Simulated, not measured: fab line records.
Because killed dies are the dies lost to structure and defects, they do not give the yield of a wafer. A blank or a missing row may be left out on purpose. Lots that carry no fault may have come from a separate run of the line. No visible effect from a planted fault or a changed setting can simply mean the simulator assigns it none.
Lot-split experiment | flow berkeley-cmos170 | 23 wafers read across 5 lots, on a route 331 steps long

## THE SPLIT
At UCB170_M1_PEB_07, the setting peb-temp-c was moved away from the recipe's 130 C on 9 of the 23 wafers read, by -2.9% to +2.1%. All remaining wafers had this setting at the recipe value.

## FROM THE SPLIT TO THE READING: what the file shows between them, 5 steps
- UCB170_M1_DEVELOP_08: develop time 45 s
- UCB170_M1_CD_MEAS_09: target cd 700 nm
- UCB170_M1_ETCH_11: etches BARC in N2/H2
- UCB170_M1_METAL_ETCH_12: etches Al in Cl2/BCl3, stops on PSG, target depth 780 nm, time 130 s
- UCB170_M1_STRIP_13: strips in O2

## THE READING
Shown in nm: cd-nm at UCB170_M1_CD_MEAS_90, with target cd 700 nm. A value of 700.8 nm with a standard deviation of 2.5 nm is what fault-free wafers of this fab line usually give.

wafer  | tool, chamber at the split | peb-temp-c as run, C | against the recipe | cd-nm, nm | against lot-mates on the recipe
L080.1 | litho-track-03, 0          | 130                  | recipe             | 700.8     | -
L080.2 | litho-track-03, 0          | 126.2                | -2.9%              | 728.9     | +27.9
L080.4 | litho-track-03, 0          | 126.2                | -2.9%              | 731.9     | +30.9
L080.5 | litho-track-03, 0          | 126.2                | -2.9%              | 729.0     | +28.0
L080.6 | litho-track-03, 0          | 130                  | recipe             | 701.3     | -
L082.2 | litho-track-04, 0          | 130                  | recipe             | 704.9     | -
L082.3 | litho-track-04, 0          | 130                  | recipe             | 700.7     | -
L082.6 | litho-track-04, 0          | 130                  | recipe             | 700.0     | -
L081.1 | litho-track-04, 0          | 130                  | recipe             | 694.4     | -
L081.2 | litho-track-04, 0          | 131.4                | +1.1%              | 683.9     | -10.5
L081.3 | litho-track-04, 0          | 131.4                | +1.1%              | 694.1     | -0.3
L081.4 | litho-track-04, 0          | 130                  | recipe             | 689.5     | -
L081.6 | litho-track-04, 0          | 130                  | recipe             | 699.4     | -
L085.1 | litho-track-03, 0          | 130                  | recipe             | 700.6     | -
L085.2 | litho-track-03, 0          | 132.7                | +2.1%              | 686.0     | -21.3
L085.3 | litho-track-03, 0          | 132.7                | +2.1%              | 690.3     | -17.0
L085.4 | litho-track-03, 0          | 130                  | recipe             | 708.5     | -
L085.6 | litho-track-03, 0          | 130                  | recipe             | 712.8     | -
L084.1 | litho-track-02, 0          | 130                  | recipe             | 697.7     | -
L084.2 | litho-track-02, 0          | 126.6                | -2.6%              | 725.9     | +27.6
L084.3 | litho-track-02, 0          | 130                  | recipe             | 700.1     | -
L084.4 | litho-track-02, 0          | 130                  | recipe             | 697.0     | -
L084.5 | litho-track-02, 0          | 126.6                | -2.6%              | 723.1     | +24.8

THE FIT
A straight line over all 23 wafers: cd-nm changes by -9.01 nm for each +1% of peb-temp-c; r = -0.93; the points scatter about the line by 5.3 nm.
The same after taking each lot's own level away (the mean of its wafers on the recipe; 23 wafers): -9.47 nm for each +1%; r = -0.97; scatter 3.5 nm.
The reading moves by 28 nm for the largest change in peb-temp-c, on that fit.
The span of the lots' own levels, 694.43 to 707.30 nm, comes to 5.1 times the standard deviation stated above.
Consequently the slope shifts little with the lot-to-lot level, the two slopes agreeing.
Check: for one of the wafers moved furthest among these (-2.9%), held out of the fit, the line's prediction against its lot-mates is +28.6 nm. Against them it came out at +27.9 nm.

## THE WHOLE CHAIN: every reading that the file lists as answering this split, in the file's order
step                    | what it does                                                         | reading                                                   | change (the file's fit)              | r (the file's)
UCB170_M1_CD_MEAS_09    | target cd 700 nm                                                     | cd-nm                                                     | -10.1 nm for each +1% of the setting | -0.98
UCB170_M1_ETCH_11       | etches BARC in N2/H2                                                 | M1.cd-nm (the simulator's own value, which no gauge read) | -9.82 nm for each +1% of the setting | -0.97
UCB170_M1_METAL_ETCH_12 | etches Al in Cl2/BCl3, stops on PSG, target depth 780 nm, time 130 s | M1.cd-nm (the simulator's own value, which no gauge read) | -9.54 nm for each +1% of the setting | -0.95
UCB170_M1_CD_MEAS_90    | target cd 700 nm                                                     | cd-nm                                                     | -9.52 nm for each +1% of the setting | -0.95

## FILE'S OWN FIT
cd-nm changes by -9.52 nm for each +1% of peb-temp-c, r = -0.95.
